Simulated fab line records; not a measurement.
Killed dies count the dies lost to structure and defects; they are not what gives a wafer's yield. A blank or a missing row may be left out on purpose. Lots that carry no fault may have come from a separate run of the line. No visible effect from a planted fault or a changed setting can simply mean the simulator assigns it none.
Lot-split experiment ; flow berkeley cmos170 ; 23 wafers read across 5 lots, on a route 331 steps long

== THE SPLIT ==
At UCB170_M1_SPUTTER_00 (material Al, target thk 600 nm, time 80 s), the setting time s was moved away from the recipe's 80 s on 5 of the 23 wafers read, by +6.1% to +10.3%. For the rest of the wafers, this setting stayed at what the recipe calls for.

== THE PATH FROM SPLIT TO READING: the file shows 1 step between them ==
- UCB170_M1_RS_MEAS_01: measures by four-point-probe

== THE READING ==
M1_AL_THK, in nm, at UCB170_M1_THK_MEAS_02 (measures by xrf). A value of 612 nm with a standard deviation of 6.2 nm is what fault-free wafers of this fab line usually give.

wafer;tool, chamber at the split;time s as run, s;against the recipe;M1_AL_THK, nm;against lot-mates on the recipe
L075.1;pvd sputter-02, -;80;recipe;613;-
L075.2;pvd sputter-02, -;80;recipe;610;-
L075.3;pvd sputter-02, -;80;recipe;621;-
L075.4;pvd sputter-02, -;80;recipe;605;-
L075.5;pvd sputter-02, -;80;recipe;613;-
L074.2;pvd sputter-01, -;80;recipe;614;-
L074.3;pvd sputter-01, -;80;recipe;618;-
L074.4;pvd sputter-01, -;80;recipe;608;-
L074.5;pvd sputter-01, -;80;recipe;619;-
L074.6;pvd sputter-01, -;80;recipe;613;-
L077.1;pvd sputter-04, -;88.28;+10.3%;673;+59
L077.2;pvd sputter-04, -;80;recipe;608;-
L077.3;pvd sputter-04, -;80;recipe;615;-
L077.4;pvd sputter-04, -;80;recipe;619;-
L077.6;pvd sputter-04, -;88.28;+10.3%;679;+65
L076.1;pvd sputter-01, -;84.86;+6.1%;646;+31
L076.2;pvd sputter-01, -;84.86;+6.1%;649;+34
L076.3;pvd sputter-01, -;80;recipe;617;-
L076.5;pvd sputter-01, -;80;recipe;613;-
L076.6;pvd sputter-01, -;84.86;+6.1%;650;+35
L079.2;pvd sputter-04, -;80;recipe;599;-
L079.4;pvd sputter-04, -;80;recipe;610;-
L079.6;pvd sputter-04, -;80;recipe;610;-

FIT RESULTS
A straight line over all 23 wafers: M1_AL_THK changes by +6.06 nm for each +1% of time s; r = +0.97; the points scatter about the line by 5.1 nm.
The same after taking each lot's own level away (the mean of its wafers on the recipe; 23 wafers): +5.84 nm for each +1%; r = +0.98; scatter 4.4 nm.
The reading moves by 60 nm for the largest change in time s, on that fit.
The lots' own levels span 606.3 to 615.0 nm, that is 1.4 times the standard deviation above.
The two slopes agree, so the slope changes little with the lot-to-lot level.
Check: +60.9 nm against its lot-mates is what the line predicts for one of the wafers moved furthest among these (+10.3%) when that wafer is left out of the fit. It came out at +59 nm against them.

== OTHER SPLITS ON THESE WAFERS ==
Note: prior to the reading, these wafers also went through further splits. Each is held against what the fit with the lots' levels taken away leaves over:
other split on the same wafers;wafers away from the commonest value;r with M1_AL_THK (lot level and that fit taken away)
UCB170_SILICIDE_SPUTTER_01 time s;12;+0.23
UCB170_CONTACT_COAT_10 resist thk nm;8;+0.02

== THE WHOLE CHAIN: every reading that the file lists as answering this split, in the file's order ==
step;what it does;reading;change (the file's fit);r (the file's)
UCB170_M1_SPUTTER_00;material Al, target thk 600 nm, time 80 s;Al_of_M1_SPUTTER_00.thk nm (the simulator's own value, which no gauge read);+6.07 nm for each +1% of the setting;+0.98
UCB170_M1_RS_MEAS_01;measures by four-point-probe;M1_AL_RS;-0.000446 for each +1% of the setting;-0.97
UCB170_M1_THK_MEAS_02;measures by xrf;M1_AL_THK;+5.89 for each +1% of the setting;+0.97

== FILE'S OWN FIT ==
M1_AL_THK changes by +5.89 nm for each +1% of time s, r = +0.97.
